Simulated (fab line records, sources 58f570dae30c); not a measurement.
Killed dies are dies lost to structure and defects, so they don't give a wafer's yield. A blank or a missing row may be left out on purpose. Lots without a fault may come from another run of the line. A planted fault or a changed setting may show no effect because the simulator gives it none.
Tool commonality check | flow berkeley_cmos170 | 14 lots, 42 wafers sampled

WHY IT WAS OPENED
At UCB170_PSD_TW_MEAS_10 the reading PSD_TW is flagged on 2 of 14 lots. Wafers without a fault read 2323, standard deviation 24.
Rule: a lot is flagged when every wafer of it that has a number lies more than 4 standard deviations from that mean, or none has a number. The other lots count as sound.

lot  | measured     | on            | PSD_TW, wafer by wafer | flag
L580 | day 6 22:36  | film_metro-03 | 2353 2348 2342         |
L581 | day 6 22:48  | film_metro-02 | 2303 2306 2308         |
L584 | day 7 06:29  | film_metro-03 | 2338 2332 2338         |
L582 | day 7 06:38  | film_metro-03 | 2342 2335 2344         |
L583 | day 7 06:46  | film_metro-02 | 2304 2289 2298         |
L585 | day 7 20:37  | film_metro-03 | 2324 2334 2339         |
L586 | day 7 20:45  | film_metro-01 | 2342 2337 2335         |
L587 | day 8 01:08  | film_metro-02 | 2292 2289 2294         |
L589 | day 8 02:06  | film_metro-03 | 2320 2333 2327         |
L588 | day 8 02:22  | film_metro-02 | 2288 2286 2292         |
L591 | day 8 20:20  | film_metro-03 | 2341 2362 2349         |
L600 | day 10 16:22 | film_metro-03 | 30 30 30               | FLAGGED
L601 | day 10 16:31 | film_metro-03 | 30 30 30               | FLAGGED
L602 | day 10 16:51 | film_metro-01 | 2319 2341 2313         |
The numbers of the flagged lots are 30 on average: -2293 against the usual, or -96 standard deviations.

WHICH TOOL RAN EACH LOT
The record holds 1 process step before the reading, out of a route of 331 steps. In each cell: the tool, then ch and the chambers that the sampled wafers went through, then the start.
lot  | flag    | UCB170_PSD_DEVELOP_05
L580 |         | litho_track-01 ch 0, day 6 22:00
L581 |         | litho_track-04 ch 0, day 6 22:00
L584 |         | litho_track-02 ch 0, day 7 05:00
L582 |         | litho_track-01 ch 0, day 7 06:00
L583 |         | litho_track-04 ch 0, day 7 06:00
L585 |         | litho_track-04 ch 0, day 7 20:00
L586 |         | litho_track-02 ch 0, day 7 20:00
L587 |         | litho_track-02 ch 0, day 8 00:00
L589 |         | litho_track-04 ch 0, day 8 01:00
L588 |         | litho_track-01 ch 0, day 8 01:00
L591 |         | litho_track-02 ch 0, day 8 19:00
L600 | FLAGGED | litho_track-02 ch 0, day 10 15:00
L601 | FLAGGED | litho_track-02 ch 0, day 10 15:00
L602 |         | litho_track-01 ch 0, day 10 16:00
What these steps do:
- UCB170_PSD_DEVELOP_05: develop time 45 s.
- UCB170_PSD_TW_MEAS_10

FLAGGED OVER TOTAL, TOOL BY TOOL (the gauges that took the reading come last)
step                  | tool           | lots run | flagged | share of the flagged lots | sound lots run after its first flagged lot
UCB170_PSD_DEVELOP_05 | litho_track-01 | 4        | 0       | none                      | -
UCB170_PSD_DEVELOP_05 | litho_track-02 | 6        | 2       | all                       | 0
UCB170_PSD_DEVELOP_05 | litho_track-04 | 4        | 0       | none                      | -
UCB170_PSD_TW_MEAS_10 | film_metro-01  | 2        | 0       | none                      | -
UCB170_PSD_TW_MEAS_10 | film_metro-02  | 4        | 0       | none                      | -
UCB170_PSD_TW_MEAS_10 | film_metro-03  | 8        | 2       | all                       | 0

WHAT THE TABLE ALLOWS
2 rows of the table ran every flagged lot: litho_track-02 at UCB170_PSD_DEVELOP_05, film_metro-03 at UCB170_PSD_TW_MEAS_10.
- litho_track-02 at UCB170_PSD_DEVELOP_05: 2 of its 6 lots flagged. Its last sound lot is L591 (day 8 19:00), its first flagged lot L600 (day 10 15:00): a fault that began between those two fits.
- film_metro-03 at UCB170_PSD_TW_MEAS_10: 2 of its 8 lots flagged. Its last sound lot is L591 (day 8 20:20), its first flagged lot L600 (day 10 16:22): a fault that began between those two fits.
Counting lots can't tell these 2 tools apart, because each fits a fault that began at some hour. More lots, or a look at what each step does to the wafer, might.

WHAT THE SIMULATOR HAD PUT IN
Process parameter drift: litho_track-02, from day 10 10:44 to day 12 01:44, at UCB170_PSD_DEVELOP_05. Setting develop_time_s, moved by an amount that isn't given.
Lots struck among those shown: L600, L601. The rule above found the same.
